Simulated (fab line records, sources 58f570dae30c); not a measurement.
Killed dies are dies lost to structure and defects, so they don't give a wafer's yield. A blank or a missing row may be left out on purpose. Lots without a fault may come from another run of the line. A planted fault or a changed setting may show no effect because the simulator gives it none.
Split-lot experiment | flow berkeley_cmos170 | 5 lots, 23 wafers read, on a route of 331 steps

THE SPLIT
At UCB170_NWELL_CVD_04 (deposits Si3N4 from SiH2Cl2/NH3, target thk 224 nm, time 3360 s), the setting temp_c was moved away from the recipe's 800 C on 10 of the 23 wafers read, by +0.8% to +2.3%. The other wafers ran this setting at the recipe's value.

The file shows no step between the split and the reading.

THE READING
NWELL_NITRIDE_THK, in nm, at UCB170_NWELL_THK_MEAS_05. Fault-free wafers of this fab line usually give 223.4 nm, standard deviation 1.8 nm.

wafer  | tool, chamber at the split | temp_c as run, C | against the recipe | NWELL_NITRIDE_THK, nm | against lot-mates on the recipe
L076.1 | -, -                       | 818.1            | +2.3%              | 307.3                 | no lot-mate on the recipe
L076.2 | -, -                       | 818.1            | +2.3%              | 308.0                 | no lot-mate on the recipe
L076.3 | -, -                       | 818.1            | +2.3%              | 306.8                 | no lot-mate on the recipe
L076.4 | -, -                       | 818.1            | +2.3%              | 307.2                 | no lot-mate on the recipe
L076.6 | -, -                       | 818.1            | +2.3%              | 306.8                 | no lot-mate on the recipe
L078.1 | -, -                       | 806.1            | +0.8%              | 251.6                 | no lot-mate on the recipe
L078.2 | -, -                       | 806.1            | +0.8%              | 250.5                 | no lot-mate on the recipe
L078.3 | -, -                       | 806.1            | +0.8%              | 251.7                 | no lot-mate on the recipe
L078.5 | -, -                       | 806.1            | +0.8%              | 250.7                 | no lot-mate on the recipe
L078.6 | -, -                       | 806.1            | +0.8%              | 253.1                 | no lot-mate on the recipe
L080.1 | -, -                       | 800              | recipe             | 221.2                 | -
L080.2 | -, -                       | 800              | recipe             | 221.4                 | -
L080.3 | -, -                       | 800              | recipe             | 221.1                 | -
L080.4 | -, -                       | 800              | recipe             | 222.0                 | -
L080.6 | -, -                       | 800              | recipe             | 222.5                 | -
L084.1 | -, -                       | 800              | recipe             | 220.8                 | -
L084.2 | -, -                       | 800              | recipe             | 220.2                 | -
L084.3 | -, -                       | 800              | recipe             | 220.2                 | -
L084.4 | -, -                       | 800              | recipe             | 221.2                 | -
L084.6 | -, -                       | 800              | recipe             | 221.1                 | -
L085.1 | lpcvd-01, 0                | 800              | recipe             | 221.2                 | -
L085.2 | lpcvd-01, 0                | 800              | recipe             | 222.5                 | -
L085.6 | lpcvd-01, 0                | 800              | recipe             | 222.1                 | -

THE FIT
A straight line over all 23 wafers: NWELL_NITRIDE_THK changes by +38 nm for each +1% of temp_c; r = +1.00; the points scatter about the line by 0.92 nm.
Too few moved wafers have a lot-mate on the recipe to fit a line with each lot's own level taken away.

THE WHOLE CHAIN: every reading that the file lists as answering this split, in the file's order
step                     | what it does                                                    | reading                                                                       | change (the file's fit)            | r (the file's)
UCB170_NWELL_CVD_04      | deposits Si3N4 from SiH2Cl2/NH3, target thk 224 nm, time 3360 s | Si3N4_of_NWELL_CVD_04.thk_nm (the simulator's own value, which no gauge read) | +38 nm for each +1% of the setting | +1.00
UCB170_NWELL_THK_MEAS_05 |                                                                 | NWELL_NITRIDE_THK                                                             | +38 for each +1% of the setting    | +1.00

THE FILE'S OWN FIT
NWELL_NITRIDE_THK changes by +38 nm for each +1% of temp_c, r = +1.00.
